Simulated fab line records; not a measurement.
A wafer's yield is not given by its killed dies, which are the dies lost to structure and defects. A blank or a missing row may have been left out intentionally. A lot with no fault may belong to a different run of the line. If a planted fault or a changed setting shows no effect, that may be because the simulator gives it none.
Split-lot study | flow berkeley_cmos170 | 5 lots, 23 wafers read, on a route of 331 steps

== ABOUT THE SPLIT ==
At UCB170_SILICIDE_SPUTTER_01 (material Ti, target thk 30 nm, time 25 s), the setting power_w was moved away from the recipe's 1500 W on 6 of the 23 wafers read, by -4.0% to +9.3%. All remaining wafers had this setting at the recipe value.

== FROM THE SPLIT TO THE READING: what the file shows between them, 1 step ==
- UCB170_SILICIDE_RS_MEAS_02: measures by four-point-probe

== THE READING ==
SILICIDE_TI_THK, in nm, at UCB170_SILICIDE_THK_MEAS_03 (measures by xrf). A value of 30.5 nm with a standard deviation of 0.37 nm is what fault-free wafers of this fab line usually give.

wafer  | tool, chamber at the split | power_w as run, W | against the recipe | SILICIDE_TI_THK, nm | against lot-mates on the recipe
L076.1 | pvd_sputter-03, -          | 1500              | recipe             | 31.1                | -
L076.2 | pvd_sputter-03, -          | 1500              | recipe             | 31.2                | -
L076.3 | pvd_sputter-03, -          | 1640              | +9.3%              | 34.1                | +2.8
L076.4 | pvd_sputter-03, -          | 1500              | recipe             | 31.6                | -
L076.5 | pvd_sputter-03, -          | 1640              | +9.3%              | 33.9                | +2.6
L078.2 | pvd_sputter-04, -          | 1500              | recipe             | 30.7                | -
L078.3 | pvd_sputter-04, -          | 1500              | recipe             | 30.6                | -
L078.4 | pvd_sputter-04, -          | 1440              | -4.0%              | 29.6                | -0.9
L078.5 | pvd_sputter-04, -          | 1440              | -4.0%              | 29.2                | -1.3
L078.6 | pvd_sputter-04, -          | 1500              | recipe             | 30.3                | -
L079.1 | pvd_sputter-02, -          | 1545              | +3.0%              | 31.5                | +0.7
L079.2 | pvd_sputter-02, -          | 1500              | recipe             | 30.9                | -
L079.4 | pvd_sputter-02, -          | 1500              | recipe             | 30.7                | -
L079.5 | pvd_sputter-02, -          | 1500              | recipe             | 30.9                | -
L079.6 | pvd_sputter-02, -          | 1545              | +3.0%              | 31.6                | +0.8
L080.1 | pvd_sputter-04, -          | 1500              | recipe             | 30.3                | -
L080.2 | pvd_sputter-04, -          | 1500              | recipe             | 30.0                | -
L080.3 | pvd_sputter-04, -          | 1500              | recipe             | 30.3                | -
L080.5 | pvd_sputter-04, -          | 1500              | recipe             | 29.8                | -
L080.6 | pvd_sputter-04, -          | 1500              | recipe             | 30.2                | -
L082.2 | pvd_sputter-03, -          | 1500              | recipe             | 30.3                | -
L082.4 | pvd_sputter-03, -          | 1500              | recipe             | 30.7                | -
L082.6 | pvd_sputter-03, -          | 1500              | recipe             | 29.8                | -

THE FIT
A straight line over all 23 wafers: SILICIDE_TI_THK changes by +0.353 nm for each +1% of power_w; r = +0.93; the points scatter about the line by 0.45 nm.
The same after taking each lot's own level away (the mean of its wafers on the recipe; 23 wafers): +0.285 nm for each +1%; r = +0.97; scatter 0.22 nm.
On that fit, the largest move of power_w shifts the reading by 2.7 nm.
The lots' own levels span 30.12 to 31.30 nm, that is 3.2 times the standard deviation above.
Hence the slope depends on the lot-to-lot level, as the two fits are not the same.
Check: +2.56 nm against its lot-mates is what the line predicts for one of the wafers moved furthest among these (+9.3%) when that wafer is left out of the fit. It came out at +2.8 nm against them.

== OTHER SPLITS ON THESE WAFERS ==
Other splits were also applied to these wafers ahead of the reading. Each is held against what the fit with the lots' levels taken away leaves over:
other split on the same wafers      | wafers away from the commonest value | r with SILICIDE_TI_THK (lot level and that fit taken away)
UCB170_START_OXIDATION_02 ox_time_s | 10                                   | +0.09
UCB170_NWELL_IMPLANT_14 dose_cm2    | 7                                    | -0.18
UCB170_ACTIVE_OXIDATION_02 temp_c   | 10                                   | +0.01
UCB170_ACTIVE_STRIP_16 power_w      | 4                                    | +0.23
UCB170_SCREENOX_OXIDATION_01 temp_c | 18                                   | +0.07
UCB170_PLDD_PEB_04 peb_temp_c       | 4                                    | -0.01
UCB170_NLDD_EXPOSE_03 dose_mj       | 4                                    | +0.06
UCB170_NSD_COAT_01 spin_rpm         | 6                                    | +0.26

== THE WHOLE CHAIN: every reading that the file lists as answering this split, in the file's order ==
step                        | what it does                             | reading                                                                           | change (the file's fit)               | r (the file's)
UCB170_SILICIDE_SPUTTER_01  | material Ti, target thk 30 nm, time 25 s | Ti_of_SILICIDE_SPUTTER_01.thk_nm (the simulator's own value, which no gauge read) | +0.285 nm for each +1% of the setting | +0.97
UCB170_SILICIDE_RS_MEAS_02  | measures by four-point-probe             | SILICIDE_TI_RS                                                                    | -0.255 for each +1% of the setting    | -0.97
UCB170_SILICIDE_THK_MEAS_03 | measures by xrf                          | SILICIDE_TI_THK                                                                   | +0.287 for each +1% of the setting    | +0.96

== FILE'S OWN FIT ==
SILICIDE_TI_THK changes by +0.287 nm for each +1% of power_w, r = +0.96.
